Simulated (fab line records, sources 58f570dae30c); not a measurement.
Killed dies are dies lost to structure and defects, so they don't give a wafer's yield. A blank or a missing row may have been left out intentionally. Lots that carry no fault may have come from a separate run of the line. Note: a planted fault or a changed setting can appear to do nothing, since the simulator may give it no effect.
fab line records	flow berkeley-cmos170
record: lots: 5	wafers: 23
route steps=331 shown SILICIDE@211 CONTACT@217 M1@238 V1@268
start-h: hours from the record's first day to the start of the lot's first wafer shown	wait-h: time in hours since the lot's previous step	" unchanged from the row above	L1.1+2: a row that stands for several wafers	- no value, or no start given	* or withheld: withheld	< > ~ a bound
route shown NAME@n: NAME is a module with steps in the file, n the number in the route of the first one	usual: the fault-free wafers' mean and standard deviation	same: alike in all rows	chamber/n: place in a boat	sites: readings site by site	_std_site: how widely they spread, as a standard deviation	_edge_site: mean of outer sites minus mean of inner sites	radius-mm: for every site, how far away it sits from the centre of the wafer	mask NAME#n: copy n	behind: the last tool/chamber to shape the wafer	hold: cause of the lot's hold/its duration in hours/its outcome	device: which transistor (n, p or np) failed to switch	end of line: the tests these same wafers got at the end of their route	step lacking rows: just its recipe	killed: dies that structure and defects cost at the first sort, which is not the same as the wafer's yield	map: a wafer's dies, x killed, . not, _ none there
set.NAME: the run value of the setting; set.NAME@STEP: its run value at that earlier step	model.NAME: the simulator's own value behind a step, which no gauge read
lots where settings were altered on purpose, with a table for each step and a row for each wafer
== steps ==
step: UCB170_SILICIDE_SPUTTER_01
recipe: material: Ti	target-thk-nm: 30	time-s: 25	power-w: 1500	chamber-pressure-pa: 0.5
lot.wafer	tool	chamber	start-h	wait-h	set.time-s	model.Ti_of_SILICIDE_SPUTTER_01.thk-nm
L077.1	pvd-sputter-03	-	171.10	0.0	25	29.47
L077.2	"	-	"	"	25	29.7
L077.3	"	-	"	"	25	29.87
L077.4	"	-	"	"	25	29.78
L077.6	"	-	"	"	25	29.86
L076.1	pvd-sputter-04	-	171.15	0.0	25	29.77
L076.2	"	-	"	"	25	30.04
L076.4	"	-	"	"	25	29.83
L076.5	"	-	"	"	25	29.85
L076.6	"	-	"	"	25	29.86
L079.1	pvd-sputter-03	-	171.49	0.0	25	29.85
L079.3	"	-	"	"	26.57	31.96
L079.4	"	-	"	"	26.57	31.7
L079.5	"	-	"	"	25	29.8
L079.6	"	-	"	"	26.57	31.79
L081.1+3	pvd-sputter-02	-	196.68	0.0	25	30.1
L081.2	"	-	"	"	23.83	28.72
L081.5	"	-	"	"	25	30.06
L081.6	"	-	"	"	23.83	28.71
L083.1	pvd-sputter-02	-	207.38	0.0	25	30.62
L083.2	"	-	"	"	25	30.55
L083.5	"	-	"	"	25	30.68
step: UCB170_SILICIDE_RS_MEAS_02
recipe: thk-meas-gauge: four-point-probe	reads: Ti_of_SILICIDE_SPUTTER_01
usual: SILICIDE_TI_RS: 26.1/0.31
lot.wafer	tool	chamber	start-h	wait-h	set.time-s@SILICIDE_SPUTTER_01	SILICIDE_TI_RS[ohm/sq]
L077.1	film-metro-02	-	171.14	0.0	25	26.7
L077.2	"	-	"	"	25	26.4
L077.3	"	-	"	"	25	26.2
L077.4	"	-	"	"	25	26.3
L077.6	"	-	"	"	25	26.2
L076.1	film-metro-02	-	171.32	0.2	25	26.5
L076.2	"	-	"	"	25	26.3
L076.4	"	-	"	"	25	26.5
L076.5	"	-	"	"	25	26.4
L076.6	"	-	"	"	25	26.4
L079.1	film-metro-01	-	171.52	0.0	25	26.3
L079.3	"	-	"	"	26.57	24.2
L079.4	"	-	"	"	26.57	24.4
L079.5	"	-	"	"	25	26.3
L079.6	"	-	"	"	26.57	24.3
L081.1	film-metro-02	-	196.71	0.0	25	26.0
L081.2	"	-	"	"	23.83	27.5
L081.3	"	-	"	"	25	26.1
L081.5	"	-	"	"	25	26.1
L081.6	"	-	"	"	23.83	27.5
L083.1	film-metro-01	-	207.42	0.0	25	25.4
L083.2	"	-	"	"	25	25.5
L083.5	"	-	"	"	25	25.4
step: UCB170_SILICIDE_THK_MEAS_03
recipe: thk-meas-gauge: xrf	reads: Ti_of_SILICIDE_SPUTTER_01
usual: SILICIDE_TI_THK: 30.50/0.29
lot.wafer	tool	chamber	start-h	wait-h	set.time-s@SILICIDE_SPUTTER_01	SILICIDE_TI_THK[nm]
L077.1	film-metro-02	-	171.26	0.1	25	30.09
L077.2	"	-	"	"	25	30.23
L077.3	"	-	"	"	25	30.46
L077.4	"	-	"	"	25	30.25
L077.6	"	-	"	"	25	30.31
L076.1	film-metro-02	-	171.44	0.1	25	30.35
L076.2	"	-	"	"	25	30.56
L076.4	"	-	"	"	25	30.47
L076.5	"	-	"	"	25	30.37
L076.6	"	-	"	"	25	30.54
L079.1	film-metro-01	-	171.64	0.1	25	30.28
L079.3	"	-	"	"	26.57	32.31
L079.4	"	-	"	"	26.57	32.03
L079.5	"	-	"	"	25	30.24
L079.6	"	-	"	"	26.57	31.97
L081.1	film-metro-02	-	196.83	0.1	25	30.53
L081.2	"	-	"	"	23.83	28.99
L081.3	"	-	"	"	25	30.66
L081.5	"	-	"	"	25	30.36
L081.6	"	-	"	"	23.83	29.11
L083.1	film-metro-01	-	207.54	0.1	25	30.96
L083.2	"	-	"	"	25	30.84
L083.5	"	-	"	"	25	30.87
step: UCB170_CONTACT_CVD_01
recipe: material: PSG	target-thk-nm: 700	temp-c: 450	precursor: SiH4/O2/PH3	time-s: 2820	pressure-mtorr: 300	sih4-flow-sccm: 60	o2-flow-sccm: 90	ph3-flow-sccm: 25
lot.wafer	tool	chamber	start-h	wait-h	set.o2-flow-sccm	model.PSG_of_CONTACT_CVD_01.thk-nm
L076.1	-	-	-	0.8	86.12	680.9
L076.2+5	"	-	"	"	86.12	-
L076.4	"	-	"	"	86.12	684
L076.6	"	-	"	"	86.12	682.7
L077.1+2+3	-	-	-	1.0	94.8	-
L077.4	"	-	"	"	94.8	722
L077.6	"	-	"	"	94.8	720.2
L079.1+3	-	-	-	0.6	99.76	-
L079.4	"	-	"	"	99.76	731
L079.5	"	-	"	"	99.76	731.5
L079.6	"	-	"	"	99.76	740.7
L081.1+2+3	-	-	-	0.0	85.63	-
L081.5	"	-	"	"	85.63	689.8
L081.6	"	-	"	"	85.63	683.8
L083.1	lpcvd-01	0	207.87	0.0	90	708.4
L083.2	"	0	"	"	90	702.5
L083.5	"	0	"	"	90	712.3
step: UCB170_CONTACT_THK_MEAS_02
recipe: reads: PSG_of_CONTACT_CVD_01
usual: CONTACT_PSG_THK: 703/4.6
lot.wafer	tool	chamber	start-h	wait-h	set.o2-flow-sccm@CONTACT_CVD_01	CONTACT_PSG_THK[nm]
L077.1	film-metro-02	-	-	-	94.8	719
L077.2	"	-	"	"	94.8	725
L077.3	"	-	"	"	94.8	725
L077.4	"	-	"	"	94.8	721
L077.6	"	-	"	"	94.8	720
L076.1	film-metro-01	-	-	-	86.12	681
L076.2	"	-	"	"	86.12	681
L076.4	"	-	"	"	86.12	684
L076.5	"	-	"	"	86.12	682
L076.6	"	-	"	"	86.12	683
L079.1	film-metro-03	-	-	-	99.76	733
L079.3	"	-	"	"	99.76	736
L079.4	"	-	"	"	99.76	731
L079.5	"	-	"	"	99.76	731
L079.6	"	-	"	"	99.76	740
L081.1	film-metro-02	-	-	-	85.63	692
L081.2	"	-	"	"	85.63	691
L081.3	"	-	"	"	85.63	694
L081.5	"	-	"	"	85.63	690
L081.6	"	-	"	"	85.63	683
L083.1	film-metro-03	-	209.65	0.0	90	708
L083.2	"	-	"	"	90	703
L083.5	"	-	"	"	90	712
step: UCB170_CONTACT_PEB_13
recipe: peb-temp-c: 130	peb-time-s: withheld	resist: KrF
lot.wafer	tool	chamber	start-h	wait-h	set.peb-temp-c
L077.1+4+6	litho-track-04	0	176.47	0.4	126.6
L077.2+3	"	0	"	"	130
L076.1+2+4+5+6	litho-track-04	0	176.74	0.3	130
L079.1+3+4+5+6	litho-track-02	0	176.85	0.1	130
L081.1+2+5	litho-track-04	0	200.37	0.1	130
L081.3+6	"	0	"	"	126.8
L083.1+2+5	litho-track-04	0	211.23	0.1	130
step: UCB170_CONTACT_DEVELOP_14
recipe: developer: TMAH	develop-time-s: 45	resist: KrF	dev-temp-c: 21
step: UCB170_CONTACT_CD_MEAS_15
recipe: target-cd-nm: 700
usual: cd-nm: 700.4/1.4
lot.wafer	tool	chamber	start-h	wait-h	set.peb-temp-c@CONTACT_PEB_13	cd-nm
L077.1	cd-sem-02	-	176.74	-	126.6	671.7
L077.2	"	-	"	"	130	698.7
L077.3	"	-	"	"	130	699.7
L077.4	"	-	"	"	126.6	673.4
L077.6	"	-	"	"	126.6	673.2
L076.1	cd-sem-01	-	177.02	-	130	698.2
L076.2	"	-	"	"	130	701.1
L076.4	"	-	"	"	130	698.2
L076.5	"	-	"	"	130	698.7
L076.6	"	-	"	"	130	699.0
L079.1	cd-sem-01	-	177.14	-	130	701.6
L079.3	"	-	"	"	130	702.5
L079.4	"	-	"	"	130	701.3
L079.5	"	-	"	"	130	701.6
L079.6	"	-	"	"	130	702.7
L081.1	cd-sem-02	-	200.64	-	130	699.2
L081.2	"	-	"	"	130	699.9
L081.3	"	-	"	"	126.8	677.3
L081.5	"	-	"	"	130	700.6
L081.6	"	-	"	"	126.8	676.9
L083.1	cd-sem-01	-	211.50	-	130	699.7
L083.2	"	-	"	"	130	699.1
L083.5	"	-	"	"	130	698.2
step: UCB170_CONTACT_ETCH_17
recipe: chemistry: N2/H2	target-depth-a: withheld	overetch-a: withheld	target: BARC	time-s: withheld	source-w: 500	bias-w: 100	pressure-mtorr: 30	n2-flow-sccm: 100	h2-flow-sccm: 200
lot.wafer	tool	chamber	start-h	wait-h	set.peb-temp-c@CONTACT_PEB_13	model.CONTACT.cd-nm
L077.1	rie-diel-03	1	176.90	0.0	126.6	671.7
L077.2	"	3	"	"	130	698.7
L077.3	"	0	"	"	130	700.4
L077.4	"	3	"	"	126.6	673.1
L077.6	"	0	"	"	126.6	673.4
L076.1	rie-diel-02	2	177.17	0.0	130	699
L076.2	"	0	"	"	130	701.1
L076.4	"	3	"	"	130	698.1
L076.5	"	2	"	"	130	698.8
L076.6	"	1	"	"	130	698.6
L079.1	rie-diel-03	3	177.29	0.0	130	701.9
L079.3	"	0	"	"	130	703
L079.4	"	0	"	"	130	702.3
L079.5	"	3	"	"	130	701.4
L079.6	"	1	"	"	130	702.8
L081.1	rie-diel-03	3	200.80	0.0	130	699.3
L081.2	"	2	"	"	130	700.1
L081.3	"	0	"	"	126.8	678.1
L081.5	"	1	"	"	130	700.9
L081.6	"	2	"	"	126.8	676.8
L083.1	rie-diel-02	0	211.66	0.0	130	699.7
L083.2	"	2	"	"	130	699.6
L083.5	"	3	"	"	130	698.9
step: UCB170_CONTACT_ETCH_18
recipe: chemistry: CHF3/CF4/Ar	target: PSG	stop-on: TiSi2	CHF3_flow_sccm: 45	cf4-flow-sccm: 15	Ar_flow_sccm: 150	pressure-mtorr: 200	rf-w: 700	target-depth-a: 8400	over-etch-frac: 0.2	time-s: 195
lot.wafer	tool	chamber	start-h	wait-h	set.o2-flow-sccm@CONTACT_CVD_01	set.peb-temp-c@CONTACT_PEB_13	model.etch.depth-nm	model.CONTACT.feature-depth-nm	model.CONTACT.cd-nm
L077.1	rie-diel-03	1	-	-	94.8	126.6	-	718.7	672
L077.2	"	3	"	"	94.8	130	-	724.8	698.6
L077.3	"	0	"	"	94.8	130	-	724.4	700.6
L077.4	"	3	"	"	94.8	126.6	722	722	673.5
L077.6	"	0	"	"	94.8	126.6	720.2	720.2	673.2
L076.1	rie-diel-02	2	-	-	86.12	130	680.9	680.9	699.3
L076.2	"	0	"	"	86.12	130	-	679.8	701.2
L076.4	"	3	"	"	86.12	130	684	684	698.4
L076.5	"	2	"	"	86.12	130	-	681.3	699.3
L076.6	"	1	"	"	86.12	130	682.7	682.7	698.8
L079.1	rie-diel-03	3	-	-	99.76	130	-	733	702.3
L079.3	"	0	"	"	99.76	130	-	736.9	703
L079.4	"	0	"	"	99.76	130	731	731	702.2
L079.5	"	3	"	"	99.76	130	731.5	731.5	701.3
L079.6	"	1	"	"	99.76	130	740.7	740.7	702.6
L081.1	rie-diel-03	3	-	-	85.63	130	-	691.3	699.2
L081.2	"	2	"	"	85.63	130	-	691.2	700.1
L081.3	"	0	"	"	85.63	126.8	-	693.7	678.7
L081.5	"	1	"	"	85.63	130	689.8	689.8	700.9
L081.6	"	2	"	"	85.63	126.8	683.8	683.8	676.9
L083.1	rie-diel-02	0	-	-	90	130	708.4	708.4	699.2
L083.2	"	2	"	"	90	130	702.5	702.5	699.8
L083.5	"	3	"	"	90	130	712.3	712.3	698.9
step: UCB170_CONTACT_STRIP_19
recipe: chemistry: O2	power-w: 400	pressure-mtorr: 3500	platen-temp-c: withheld	o2-flow-sccm: 400	overash-fraction: 0.5
step: UCB170_CONTACT_CD_MEAS_90
recipe: target-cd-nm: 700
usual: cd-nm: 700.7/1.6
lot.wafer	tool	chamber	start-h	wait-h	set.peb-temp-c@CONTACT_PEB_13	cd-nm
L077.1	cd-sem-02	-	177.24	0.1	126.6	671.7
L077.2	"	-	"	"	130	698.5
L077.3	"	-	"	"	130	700.4
L077.4	"	-	"	"	126.6	673.6
L077.6	"	-	"	"	126.6	673.1
L076.1	cd-sem-02	-	177.48	0.1	130	699.5
L076.2	"	-	"	"	130	701.2
L076.4	"	-	"	"	130	698.4
L076.5	"	-	"	"	130	698.9
L076.6	"	-	"	"	130	698.7
L079.1	cd-sem-01	-	177.62	0.1	130	702.7
L079.3	"	-	"	"	130	703.0
L079.4	"	-	"	"	130	702.3
L079.5	"	-	"	"	130	701.5
L079.6	"	-	"	"	130	702.7
L081.1	cd-sem-02	-	201.07	0.1	130	699.5
L081.2	"	-	"	"	130	699.8
L081.3	"	-	"	"	126.8	678.5
L081.5	"	-	"	"	130	701.2
L081.6	"	-	"	"	126.8	677.0
L083.1	cd-sem-02	-	211.93	0.1	130	698.7
L083.2	"	-	"	"	130	699.7
L083.5	"	-	"	"	130	698.6
step: UCB170_M1_SPUTTER_00
recipe: material: Al	target-thk-nm: 600	time-s: 80	power-w: 6000	chamber-pressure-pa: 0.5
lot.wafer	tool	chamber	start-h	wait-h	set.time-s	model.Al_of_M1_SPUTTER_00.thk-nm
L077.1	pvd-sputter-01	-	177.53	0.0	87.77	655.8
L077.2	"	-	"	"	87.77	654.4
L077.3	"	-	"	"	87.77	658
L077.4	"	-	"	"	80	599.5
L077.6	"	-	"	"	80	597.6
L076.1	pvd-sputter-04	-	177.77	0.0	80	602.1
L076.2	"	-	"	"	69.19	518.1
L076.4	"	-	"	"	80	597.4
L076.5	"	-	"	"	69.19	518.7
L076.6	"	-	"	"	80	607.2
L079.1	pvd-sputter-01	-	177.91	0.0	70.37	529.5
L079.3	"	-	"	"	70.37	524.6
L079.4	"	-	"	"	80	598.4
L079.5	"	-	"	"	80	598.9
L079.6	"	-	"	"	80	604
L081.1	pvd-sputter-01	-	201.36	0.0	90.39	679.3
L081.2	"	-	"	"	90.39	678.1
L081.3	"	-	"	"	90.39	676.7
L081.5	"	-	"	"	80	594.2
L081.6	"	-	"	"	80	601.9
L083.1	pvd-sputter-01	-	212.22	0.0	80	604.1
L083.2	"	-	"	"	80	606.5
L083.5	"	-	"	"	80	604.3
step: UCB170_M1_RS_MEAS_01
recipe: thk-meas-gauge: four-point-probe	reads: Al_of_M1_SPUTTER_00
usual: M1_AL_RS: 0.0485/0.00045
lot.wafer	tool	chamber	start-h	wait-h	set.time-s@M1_SPUTTER_00	M1_AL_RS[ohm/sq]
L077.1	film-metro-03	-	177.59	0.0	87.77	0.0443
L077.2	"	-	"	"	87.77	0.0444
L077.3	"	-	"	"	87.77	0.0443
L077.4	"	-	"	"	80	0.0486
L077.6	"	-	"	"	80	0.0488
L076.1	film-metro-04	-	177.83	0.0	80	0.0484
L076.2	"	-	"	"	69.19	0.0563
L076.4	"	-	"	"	80	0.0488
L076.5	"	-	"	"	69.19	0.0563
L076.6	"	-	"	"	80	0.0480
L079.1	film-metro-03	-	177.97	0.0	70.37	0.0551
L079.3	"	-	"	"	70.37	0.0557
L079.4	"	-	"	"	80	0.0487
L079.5	"	-	"	"	80	0.0487
L079.6	"	-	"	"	80	0.0483
L081.1	film-metro-04	-	201.42	0.0	90.39	0.0427
L081.2	"	-	"	"	90.39	0.0428
L081.3	"	-	"	"	90.39	0.0429
L081.5	"	-	"	"	80	0.0491
L081.6	"	-	"	"	80	0.0485
L083.1	film-metro-03	-	212.29	0.0	80	0.0482
L083.2	"	-	"	"	80	0.0480
L083.5	"	-	"	"	80	0.0482
step: UCB170_M1_THK_MEAS_02
recipe: thk-meas-gauge: xrf	reads: Al_of_M1_SPUTTER_00
usual: M1_AL_THK: 593/7.3
lot.wafer	tool	chamber	start-h	wait-h	set.time-s@M1_SPUTTER_00	M1_AL_THK[nm]
L077.1	film-metro-03	-	177.71	0.1	87.77	648
L077.2	"	-	"	"	87.77	645
L077.3	"	-	"	"	87.77	652
L077.4	"	-	"	"	80	592
L077.6	"	-	"	"	80	593
L076.1	film-metro-04	-	177.95	0.1	80	599
L076.2	"	-	"	"	69.19	519
L076.4	"	-	"	"	80	594
L076.5	"	-	"	"	69.19	518
L076.6	"	-	"	"	80	604
L079.1	film-metro-03	-	178.09	0.1	70.37	524
L079.3	"	-	"	"	70.37	518
L079.4	"	-	"	"	80	590
L079.5	"	-	"	"	80	592
L079.6	"	-	"	"	80	597
L081.1	film-metro-04	-	201.54	0.1	90.39	676
L081.2	"	-	"	"	90.39	669
L081.3	"	-	"	"	90.39	669
L081.5	"	-	"	"	80	583
L081.6	"	-	"	"	80	599
L083.1	film-metro-03	-	212.41	0.1	80	597
L083.2	"	-	"	"	80	597
L083.5	"	-	"	"	80	595
step: UCB170_M1_METAL_ETCH_12
recipe: chemistry: Cl2/BCl3	target: Al	stop-on: PSG	pressure-mtorr: 12	target-depth-a: 7800	over-etch-frac: 0.3	time-s: 130	icp-w: 600	bias-w: 120	Cl2_flow_sccm: 90	bcl3-flow-sccm: 45
usual: oes-product-au: 0.849/0.017
lot.wafer	tool	chamber	start-h	wait-h	set.icp-w	set.o2-flow-sccm@CONTACT_CVD_01	set.time-s@M1_SPUTTER_00	oes-product-au	model.PSG_of_CONTACT_CVD_01.thk-nm	model.KrF_of_M1_COAT_04.thk-nm
L077.1	rie-metal-01	0	179.11	-	666.2	94.8	87.77	0.891	-	-
L077.2	"	1	"	"	600	94.8	87.77	0.884	-	-
L077.3	"	1	"	"	600	94.8	87.77	0.891	-	-
L077.4	"	0	"	"	666.2	94.8	80	0.844	679.9	386.9
L077.6	"	0	"	"	600	94.8	80	0.832	682.2	429.1
L076.1	rie-metal-03	0	179.42	-	600	86.12	80	0.842	643.5	432.9
L076.2	"	1	"	"	553.6	86.12	69.19	0.799	-	-
L076.4	"	1	"	"	600	86.12	80	0.865	645.9	426.5
L076.5	"	0	"	"	553.6	86.12	69.19	0.781	-	-
L076.6	"	1	"	"	553.6	86.12	80	0.869	646.8	457
L079.1	rie-metal-01	1	179.62	-	540.7	99.76	70.37	0.789	-	-
L079.3	"	1	"	"	540.7	99.76	70.37	0.782	-	-
L079.4	"	0	"	"	600	99.76	80	0.833	693.3	439.2
L079.5	"	1	"	"	600	99.76	80	0.844	693.2	429.2
L079.6	"	0	"	"	540.7	99.76	80	0.839	705.9	477.4
L081.1	rie-metal-01	0	202.70	-	600	85.63	90.39	0.900	-	-
L081.2	"	1	"	"	644	85.63	90.39	0.897	-	-
L081.3	"	1	"	"	600	85.63	90.39	0.906	-	-
L081.5	"	0	"	"	644	85.63	80	0.832	649.2	404.1
L081.6	"	1	"	"	600	85.63	80	0.836	645.5	427.9
L083.1	rie-metal-03	1	213.84	-	600	90	80	0.874	670.5	433.9
L083.2	"	0	"	"	600	90	80	0.836	665	435.7
L083.5	"	1	"	"	600	90	80	0.861	674.3	430.7
step: UCB170_V1_ETCH_14
recipe: chemistry: CHF3/CF4/Ar	target: SiO2	stop-on: Al	CHF3_flow_sccm: 45	cf4-flow-sccm: 15	Ar_flow_sccm: 150	pressure-mtorr: 200	rf-w: 700	target-depth-a: 12500	over-etch-frac: 0.25	time-s: 291
lot.wafer	tool	chamber	start-h	wait-h	set.time-s	model.KrF_of_V1_COAT_07.thk-nm
L076.1	rie-diel-04	2	183.96	0.0	291	610
L076.2	"	3	"	"	291	599.9
L076.4	"	0	"	"	291	606.6
L076.5	"	1	"	"	291	605.6
L076.6	"	2	"	"	291	607.6
L077.1	rie-diel-01	2	184.13	0.0	291	612.9
L077.2	"	3	"	"	260.8	639.2
L077.3	"	0	"	"	291	611.8
L077.4	"	1	"	"	260.8	638.3
L077.6	"	0	"	"	291	610.1
L079.1	rie-diel-02	2	184.40	0.0	268.4	629.8
L079.3	"	0	"	"	291	613.3
L079.4	"	1	"	"	291	613.9
L079.5	"	0	"	"	291	612.4
L079.6	"	3	"	"	268.4	631.2
L081.1	rie-diel-02	1	206.59	0.0	277.6	630.3
L081.2	"	0	"	"	291	613.5
L081.3	"	2	"	"	291	611
L081.5	"	2	"	"	277.6	621.8
L081.6	"	1	"	"	291	613
L083.1	rie-diel-02	1	217.69	0.0	291	612
L083.2	"	3	"	"	291	605.2
L083.5	"	3	"	"	291	606.6
step: UCB170_V1_STRIP_15
recipe: chemistry: O2	power-w: 400	pressure-mtorr: 3500	platen-temp-c: withheld	o2-flow-sccm: 400	overash-fraction: 0.5
usual: strip-time-to-endpoint-s: 15.33/0.09
lot.wafer	tool	chamber	start-h	wait-h	set.time-s@V1_ETCH_14	strip-time-to-endpoint-s
L076.1	plasma-asher-03	0	184.14	0.1	291	15.30
L076.2	"	1	"	"	291	15.07
L076.4	"	0	"	"	291	15.23
L076.5	"	0	"	"	291	15.21
L076.6	"	1	"	"	291	15.26
L077.1	plasma-asher-04	1	184.31	0.1	291	15.37
L077.2	"	0	"	"	260.8	15.93
L077.3	"	0	"	"	291	15.36
L077.4	"	1	"	"	260.8	15.92
L077.6	"	0	"	"	291	15.31
L079.1	plasma-asher-01	0	184.58	0.1	268.4	15.78
L079.3	"	0	"	"	291	15.39
L079.4	"	1	"	"	291	15.39
L079.5	"	0	"	"	291	15.35
L079.6	"	1	"	"	268.4	15.82
L081.1	plasma-asher-01	0	206.77	0.1	277.6	15.79
L081.2	"	1	"	"	291	15.39
L081.3	"	1	"	"	291	15.33
L081.5	"	1	"	"	277.6	15.58
L081.6	"	0	"	"	291	15.37
L083.1	plasma-asher-03	1	217.87	0.1	291	15.35
L083.2	"	0	"	"	291	15.20
L083.5	"	0	"	"	291	15.21
== key ==
split: step: UCB170_SILICIDE_SPUTTER_01	setting: time-s	stated: 25	by: wafer
response: step: UCB170_SILICIDE_SPUTTER_01	reading: model.Ti_of_SILICIDE_SPUTTER_01.thk-nm	change: +0.309	per: 1%	r: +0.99
response: step: UCB170_SILICIDE_RS_MEAS_02	reading: SILICIDE_TI_RS	change: -0.311	per: 1%	r: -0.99
response: step: UCB170_SILICIDE_THK_MEAS_03	reading: SILICIDE_TI_THK	change: +0.3	per: 1%	r: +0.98
split: step: UCB170_CONTACT_CVD_01	setting: o2-flow-sccm	stated: 90	by: lot
response: step: UCB170_CONTACT_CVD_01	reading: model.PSG_of_CONTACT_CVD_01.thk-nm	change: +3.24	per: 1%	r: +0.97
response: step: UCB170_CONTACT_THK_MEAS_02	reading: CONTACT_PSG_THK	change: +3.19	per: 1%	r: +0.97
response: step: UCB170_CONTACT_ETCH_18	reading: model.etch.depth-nm	change: +3.24	per: 1%	r: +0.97
response: step: UCB170_CONTACT_ETCH_18	reading: model.CONTACT.feature-depth-nm	change: +3.21	per: 1%	r: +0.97
response: step: UCB170_M1_METAL_ETCH_12	reading: model.PSG_of_CONTACT_CVD_01.thk-nm	change: +3.28	per: 1%	r: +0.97
split: step: UCB170_CONTACT_PEB_13	setting: peb-temp-c	stated: 130	by: wafer
response: step: UCB170_CONTACT_CD_MEAS_15	reading: cd-nm	change: +9.7	per: 1%	r: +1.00
response: step: UCB170_CONTACT_ETCH_17	reading: model.CONTACT.cd-nm	change: +9.75	per: 1%	r: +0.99
response: step: UCB170_CONTACT_ETCH_18	reading: model.CONTACT.cd-nm	change: +9.65	per: 1%	r: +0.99
response: step: UCB170_CONTACT_CD_MEAS_90	reading: cd-nm	change: +9.68	per: 1%	r: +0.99
split: step: UCB170_M1_SPUTTER_00	setting: time-s	stated: 80	by: wafer
response: step: UCB170_M1_SPUTTER_00	reading: model.Al_of_M1_SPUTTER_00.thk-nm	change: +6.12	per: 1%	r: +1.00
response: step: UCB170_M1_RS_MEAS_01	reading: M1_AL_RS	change: -0.000523	per: 1%	r: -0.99
response: step: UCB170_M1_THK_MEAS_02	reading: M1_AL_THK	change: +5.99	per: 1%	r: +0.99
response: step: UCB170_M1_METAL_ETCH_12	reading: oes-product-au	change: +0.00496	per: 1%	r: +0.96
split: step: UCB170_M1_METAL_ETCH_12	setting: icp-w	stated: 600	by: wafer
response: step: UCB170_M1_METAL_ETCH_12	reading: model.KrF_of_M1_COAT_04.thk-nm	change: -3.87	per: 1%	r: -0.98
split: step: UCB170_V1_ETCH_14	setting: time-s	stated: 291	by: wafer
response: step: UCB170_V1_ETCH_14	reading: model.KrF_of_V1_COAT_07.thk-nm	change: -2.53	per: 1%	r: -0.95
response: step: UCB170_V1_STRIP_15	reading: strip-time-to-endpoint-s	change: *	per: 1%	r: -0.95
